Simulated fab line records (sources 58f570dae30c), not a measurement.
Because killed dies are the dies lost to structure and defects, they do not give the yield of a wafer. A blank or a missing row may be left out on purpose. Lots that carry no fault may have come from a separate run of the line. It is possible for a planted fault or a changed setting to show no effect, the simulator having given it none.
Which of the tools did it? / flow berkeley-cmos170 / 12 lots, 36 wafers sampled, at 3 steps of a route of 331

## WHAT EACH GAUGE READ, for each wafer
UCB170_ACTIVE_CD_MEAS_90: the cd target is 1200 nm.
lot=L075; measured=day 5 07:26; on=cd-sem-02; cd-nm (nm)=1202.4 1202.6 1202.0
lot=L077; measured=day 5 18:32; on=cd-sem-02; cd-nm (nm)=1201.1 1200.1 1200.0
lot=L079; measured=day 5 18:12; on=cd-sem-02; cd-nm (nm)=1198.7 1200.5 1199.7
lot=L080; measured=day 6 06:34; on=cd-sem-01; cd-nm (nm)=1203.0 1203.6 1202.3
lot=L082; measured=day 6 19:44; on=cd-sem-01; cd-nm (nm)=1200.1 1200.4 1201.1
lot=L085; measured=day 7 03:14; on=cd-sem-01; cd-nm (nm)=1201.2 1200.6 1200.3
lot=L087; measured=day 7 17:01; on=cd-sem-02; cd-nm (nm)=1201.2 1202.6 1202.0
lot=L089; measured=day 8 00:47; on=cd-sem-01; cd-nm (nm)=1200.9 1201.4 1201.4
lot=L091; measured=day 8 01:04; on=cd-sem-02; cd-nm (nm)=1200.5 1201.8 1202.4
lot=L092; measured=day 9 02:07; on=cd-sem-02; cd-nm (nm)=1201.5 1200.7 1200.6
lot=L095; measured=day 9 02:11; on=cd-sem-01; cd-nm (nm)=1201.1 1201.5 1202.4
lot=L097; measured=day 9 15:56; on=cd-sem-02; cd-nm (nm)=1198.6 1199.7 1200.1

## WHAT TOOL EACH LOT RAN ON (gives the tool, then ch and the chambers of the sampled wafers, and finally the start)
lot=L075; UCB170_ZERO_ETCH_06=rie-diel-02 ch 1,2, day 2 00:52; UCB170_PWELL_ETCH_14=rie-diel-02 ch 1,2, day 3 16:26
lot=L077; UCB170_ZERO_ETCH_06=rie-diel-03 ch 0,1,3, day 2 13:26; UCB170_PWELL_ETCH_14=rie-diel-02 ch 0,1,2, day 4 05:52
lot=L079; UCB170_ZERO_ETCH_06=rie-diel-03 ch 1,2,3, day 3 00:18; UCB170_PWELL_ETCH_14=rie-diel-01 ch 0,3, day 4 06:14
lot=L080; UCB170_ZERO_ETCH_06=rie-diel-03 ch 2,3, day 3 10:10; UCB170_PWELL_ETCH_14=rie-diel-04 ch 0,1,3, day 4 21:38
lot=L082; UCB170_ZERO_ETCH_06=rie-diel-03 ch 0,2,3, day 3 19:05; UCB170_PWELL_ETCH_14=rie-diel-04 ch 0,2,3, day 5 09:02
lot=L085; UCB170_ZERO_ETCH_06=rie-diel-03 ch 1,2, day 4 02:51; UCB170_PWELL_ETCH_14=rie-diel-01 ch 1,2,3, day 5 19:20
lot=L087; UCB170_ZERO_ETCH_06=rie-diel-03 ch 0,2, day 4 15:55; UCB170_PWELL_ETCH_14=rie-diel-02 ch 0,2,3, day 6 09:22
lot=L089; UCB170_ZERO_ETCH_06=rie-diel-01 ch 0,1,3, day 5 05:33; UCB170_PWELL_ETCH_14=rie-diel-04 ch 0,1,3, day 6 15:53
lot=L091; UCB170_ZERO_ETCH_06=rie-diel-03 ch 0,2,3, day 5 10:51; UCB170_PWELL_ETCH_14=rie-diel-02 ch 2,3, day 6 16:10
lot=L092; UCB170_ZERO_ETCH_06=rie-diel-02 ch 0,2, day 5 18:31; UCB170_PWELL_ETCH_14=rie-diel-02 ch 0,1,3, day 7 13:25
lot=L095; UCB170_ZERO_ETCH_06=rie-diel-03 ch 0,1,2, day 6 10:10; UCB170_PWELL_ETCH_14=rie-diel-02 ch 0,1,2, day 7 19:11
lot=L097; UCB170_ZERO_ETCH_06=rie-diel-01 ch 0,2, day 6 18:11; UCB170_PWELL_ETCH_14=rie-diel-04 ch 1,2, day 8 04:32
- UCB170_ZERO_ETCH_06: etches SiO2 in CHF3/CF4/Ar, time 12 s.
- UCB170_PWELL_ETCH_14: etches Si3N4 in CH3F/Ar/O2, stops on SiO2, target depth 242 nm, time 151 s.

## THE ANSWER, worked out from the rows above alone
Rule: the usual values come from the lots themselves. Put in order of their means at a reading, lots are off if they are a third of the lots or fewer, leave a main group of 4 or more, and stand apart from it by a gap of 3 or more times the standard deviation of the main group's means; of several such gaps the widest counts. A main group is skipped when, at the precision printed for the reading in the tables above, its means are all equal. A lot without any number at a reading at which 4 lots or more have one is off too. All remaining lots with rows at the step are treated as sound.
None of the lots is off at any reading shown; this tells nothing.

## WHAT THE SIMULATOR HAD INSERTED
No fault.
